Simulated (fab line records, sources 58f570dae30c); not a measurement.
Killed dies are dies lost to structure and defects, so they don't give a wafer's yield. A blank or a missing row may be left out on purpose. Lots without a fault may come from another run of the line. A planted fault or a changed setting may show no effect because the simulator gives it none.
Which tool did it? | flow berkeley_cmos170 | 15 lots, 45 wafers sampled, at 6 steps of a route of 331

WHAT THE GAUGES READ, wafer by wafer
UCB170_PVT_TW_MEAS_09. Usual: PVT_TW 510, standard deviation 4.2.
lot  | measured     | on            | PVT_TW      | flag
L763 | day 6 15:52  | film_metro-02 | 514 513 509 |
L764 | day 7 09:48  | film_metro-02 | 512 511 512 |
L765 | day 7 10:05  | film_metro-02 | 511 509 512 |
L768 | day 8 00:28  | film_metro-01 | 517 517 515 |
L769 | day 8 05:33  | film_metro-02 | 510 511 511 |
L770 | day 8 05:49  | film_metro-02 | 511 508 511 |
L774 | day 9 11:09  | film_metro-01 | 517 514 509 |
L775 | day 9 15:11  | film_metro-01 | 511 513 513 |
L777 | day 10 05:33 | film_metro-03 | 506 504 504 |
L780 | day 10 12:23 | film_metro-03 | 504 506 504 |
L781 | day 10 12:29 | film_metro-02 | 513 513 513 |
L782 | day 10 19:16 | film_metro-01 | 517 518 514 |
L783 | day 10 19:22 | film_metro-03 | 506 508 506 |
L785 | day 11 17:44 | film_metro-01 | 516 515 517 |
L784 | day 11 17:56 | film_metro-03 | 503 506 504 |

UCB170_GATE_OVL_MEAS_13. Usual: GATE_OVL 3 nm, standard deviation 5.9.
lot  | measured     | on         | GATE_OVL (nm) | flag
L763 | day 7 10:39  | overlay-02 | 5 -3 2        |
L764 | day 8 02:59  | overlay-01 | 0 5 8         |
L765 | day 8 03:22  | overlay-02 | 4 15 7        |
L768 | day 8 17:29  | overlay-02 | 10 8 3        |
L769 | day 8 23:07  | overlay-02 | 14 6 9        |
L770 | day 8 23:21  | overlay-01 | -6 5 2        |
L774 | day 10 02:29 | overlay-02 | 1 -1 -4       |
L775 | day 10 08:50 | overlay-01 | 12 2 10       |
L777 | day 10 23:38 | overlay-02 | 14 -5 4       |
L780 | day 11 04:58 | overlay-02 | 0 3 3         |
L781 | day 11 04:44 | overlay-01 | 8 13 9        |
L782 | day 11 11:01 | overlay-02 | -2 5 -1       |
L783 | day 11 11:37 | overlay-02 | 14 6 6        |
L785 | day 12 15:01 | overlay-02 | 3 6 -2        |
L784 | day 12 14:55 | overlay-02 | -2 1 -2       |

UCB170_PLDD_CD_MEAS_06: target cd 1200 nm. Usual: cd_nm 1199.4 nm, standard deviation 1.5.
lot  | measured     | on        | cd_nm (nm)           | flag
L763 | day 7 13:02  | cd_sem-02 | 1199.3 1199.5 1197.6 |
L764 | day 8 04:32  | cd_sem-02 | 1201.2 1202.4 1203.4 |
L765 | day 8 05:15  | cd_sem-02 | 1199.3 1200.3 1199.3 |
L768 | day 8 19:39  | cd_sem-01 | 1197.9 1199.2 1198.4 |
L769 | day 9 00:29  | cd_sem-02 | 1199.5 1200.2 1199.6 |
L770 | day 9 00:50  | cd_sem-01 | 1197.1 1197.6 1197.5 |
L774 | day 10 04:25 | cd_sem-01 | 1199.4 1199.9 1199.0 |
L775 | day 10 11:00 | cd_sem-02 | 1197.4 1198.5 1199.4 |
L777 | day 11 01:02 | cd_sem-01 | 1202.1 1201.8 1200.7 |
L780 | day 11 06:29 | cd_sem-01 | 1200.3 1199.9 1200.2 |
L781 | day 11 06:14 | cd_sem-02 | 1199.8 1199.3 1199.4 |
L782 | day 11 12:33 | cd_sem-02 | 1198.9 1198.2 1199.3 |
L783 | day 11 13:41 | cd_sem-01 | 1200.8 1200.2 1199.2 |
L785 | day 12 17:05 | cd_sem-01 | 1199.3 1198.6 1198.5 |
L784 | day 12 16:54 | cd_sem-01 | 1200.4 1199.3 1200.2 |

UCB170_SDANNEAL_RS_MEAS_03: measures by four-point-probe. Usual: NSD_RS 37.24 ohm/sq, standard deviation 0.1.
lot  | measured     | on            | NSD_RS (ohm/sq)   | flag
L763 | day 8 09:11  | film_metro-03 | 37.25 37.19 37.25 |
L764 | day 8 20:10  | film_metro-04 | 37.14 37.32 37.11 |
L765 | day 8 20:39  | film_metro-03 | 37.05 37.18 37.18 |
L768 | day 9 12:17  | film_metro-02 | 37.21 37.33 37.24 |
L769 | day 9 12:26  | film_metro-03 | 37.15 37.17 37.24 |
L770 | day 9 12:53  | film_metro-04 | 37.31 37.27 37.31 |
L774 | day 10 20:33 | film_metro-04 | 37.16 37.21 37.23 |
L775 | day 11 02:04 | film_metro-04 | 38.19 38.20 38.16 | OFF
L777 | day 11 15:50 | film_metro-03 | 37.98 38.05 38.21 | OFF
L780 | day 11 22:40 | film_metro-02 | 38.30 38.11 38.26 | OFF
L781 | day 11 23:07 | film_metro-03 | 37.10 37.02 37.09 |
L782 | day 12 05:54 | film_metro-02 | 37.19 37.24 37.28 |
L783 | day 12 06:18 | film_metro-04 | 37.35 37.28 37.42 |
L785 | day 13 09:16 | film_metro-04 | 37.37 37.32 37.40 |
L784 | day 13 08:49 | film_metro-04 | 37.22 37.30 37.19 |

WHICH TOOL RAN EACH LOT (tool, then ch and the chambers of the sampled wafers, then the start)
lot  | UCB170_NSD_IMPLANT_08           | UCB170_NSD_STRIP_09
L763 | implanter-04 ch 0, day 8 05:08  | plasma_asher-01 ch 0,1, day 8 05:17
L764 | implanter-04 ch 0, day 8 18:13  | plasma_asher-02 ch 0,1, day 8 18:22
L765 | implanter-02 ch 0, day 8 18:58  | plasma_asher-01 ch 0,1, day 8 19:07
L768 | implanter-02 ch 0, day 9 10:18  | plasma_asher-02 ch 0,1, day 9 10:27
L769 | implanter-04 ch 0, day 9 10:31  | plasma_asher-01 ch 0,1, day 9 10:38
L770 | implanter-03 ch 0, day 9 10:45  | plasma_asher-02 ch 0,1, day 9 10:54
L774 | implanter-02 ch 0, day 10 18:58 | plasma_asher-04 ch 1, day 10 19:07
L775 | implanter-02 ch 0, day 11 00:02 | plasma_asher-02 ch 0,1, day 11 00:11
L777 | implanter-02 ch 0, day 11 13:45 | plasma_asher-02 ch 0,1, day 11 13:53
L780 | implanter-02 ch 0, day 11 20:48 | plasma_asher-02 ch 0,1, day 11 20:57
L781 | implanter-04 ch 0, day 11 21:02 | plasma_asher-01 ch 0,1, day 11 21:11
L782 | implanter-04 ch 0, day 12 04:25 | plasma_asher-04 ch 0,1, day 12 04:34
L783 | implanter-03 ch 0, day 12 04:41 | plasma_asher-01 ch 0, day 12 04:49
L785 | implanter-03 ch 0, day 13 07:49 | plasma_asher-02 ch 0,1, day 13 07:58
L784 | implanter-03 ch 0, day 13 07:16 | plasma_asher-02 ch 0,1, day 13 07:24
- UCB170_NSD_IMPLANT_08
- UCB170_NSD_STRIP_09: strips in O2.

WHAT THE TOOLS THEMSELVES READ (means of the sampled wafers that have a number; where no wafer has one, the mark that the record gives instead)
UCB170_NSD_IMPLANT_08. Usual: dose_ions_cm2 3e+15, standard deviation 3.3e+12; faraday_current_uA 9266, standard deviation 180.
lot  | tool         | dose_ions_cm2 | faraday_current_uA | flag
L763 | implanter-04 | 3e+15         | 9208               |
L764 | implanter-04 | 3e+15         | 9231               |
L765 | implanter-02 | 3e+15         | 9355               |
L768 | implanter-02 | 3e+15         | 9376               |
L769 | implanter-04 | 3e+15         | 9273               |
L770 | implanter-03 | 3e+15         | 9052               |
L774 | implanter-02 | 3e+15         | 9383               |
L775 | implanter-02 | 3e+15         | 8796               |
L777 | implanter-02 | 3e+15         | 8792               |
L780 | implanter-02 | 3e+15         | 8762               |
L781 | implanter-04 | 3e+15         | 9320               |
L782 | implanter-04 | 3e+15         | 9290               |
L783 | implanter-03 | 3e+15         | 9315               |
L785 | implanter-03 | 3e+15         | 9371               |
L784 | implanter-03 | 3e+15         | 9282               |

UCB170_NSD_STRIP_09. Usual: chamber_pressure_mTorr 3499.5 mTorr, standard deviation 3; drypump_motor_current_A 5.4 A, standard deviation 0.59; oes_product_au 0.535 a.u., standard deviation 0.0045; strip_time_to_endpoint_s 35.86 s, standard deviation 0.072.
lot  | tool            | chamber_pressure_mTorr (mTorr) | drypump_motor_current_A (A) | oes_product_au (a.u.) | strip_time_to_endpoint_s (s) | flag
L763 | plasma_asher-01 | 3499.0                         | 4.9                         | 0.533                 | 35.78                        |
L764 | plasma_asher-02 | 3501.0                         | 5.7                         | 0.532                 | 35.82                        |
L765 | plasma_asher-01 | 3499.0                         | 5.1                         | 0.531                 | 35.89                        |
L768 | plasma_asher-02 | 3499.5                         | 5.2                         | 0.536                 | 35.89                        |
L769 | plasma_asher-01 | 3500.8                         | 4.9                         | 0.531                 | 35.78                        |
L770 | plasma_asher-02 | 3499.0                         | 5.2                         | 0.537                 | 35.92                        |
L774 | plasma_asher-04 | 3499.7                         | 5.3                         | 0.535                 | 35.92                        |
L775 | plasma_asher-02 | 3501.6                         | 5.2                         | 0.538                 | 35.37                        | OFF
L777 | plasma_asher-02 | 3500.7                         | 5.2                         | 0.542                 | 35.43                        | OFF
L780 | plasma_asher-02 | 3499.7                         | 5.2                         | 0.541                 | 35.46                        | OFF
L781 | plasma_asher-01 | 3497.8                         | 5.1                         | 0.535                 | 35.93                        |
L782 | plasma_asher-04 | 3497.9                         | 5.8                         | 0.533                 | 35.85                        |
L783 | plasma_asher-01 | 3501.4                         | 5.2                         | 0.530                 | 35.79                        |
L785 | plasma_asher-02 | 3498.2                         | 5.7                         | 0.535                 | 35.78                        |
L784 | plasma_asher-02 | 3499.9                         | 5.2                         | 0.537                 | 35.84                        |

THE ANSWER, worked out from the rows above alone
Rule: a lot is off if the mean of its wafers that have a number lies more than 3 standard deviations from the usual mean. A lot without any number at a reading at which 4 lots or more have one is off too. The other lots that the step has rows for count as sound. The gauges are gone through in route order, then the tools' own readings, and for those a lot's mean is taken as printed above. The first step at which some lot is off is used, and at that step the reading that is off furthest; a lot without a number counts as furthest.
Off: L775, L777, L780, at UCB170_SDANNEAL_RS_MEAS_03 (NSD_RS).
A tool fits if, at a process step before that reading, it ran every lot that is off, and no sound lot after the first of them. The gauges at UCB170_SDANNEAL_RS_MEAS_03 aren't tried: what is off there is off at UCB170_NSD_STRIP_09 too, on other tools, and a gauge's error can't cause that. One fits: implanter-02 at UCB170_NSD_IMPLANT_08. Its last sound lot is L774 (day 10 18:58), its first lot that is off L775 (day 11 00:02): a fault that began between those two fits.
The tool's own readings at UCB170_NSD_IMPLANT_08 bear it out: on the lots that are off they differ by more than 5 times the standard deviation of the sound lots' means. faraday_current_uA reads 8783 there against 9288 on the sound lots.

WHAT THE SIMULATOR HAD PUT IN
Process parameter drift: implanter-02, from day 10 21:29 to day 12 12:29, at UCB170_NSD_IMPLANT_08. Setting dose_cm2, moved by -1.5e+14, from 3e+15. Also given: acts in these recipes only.
Lots struck among those shown: L775, L777, L780. The rule above found the same.
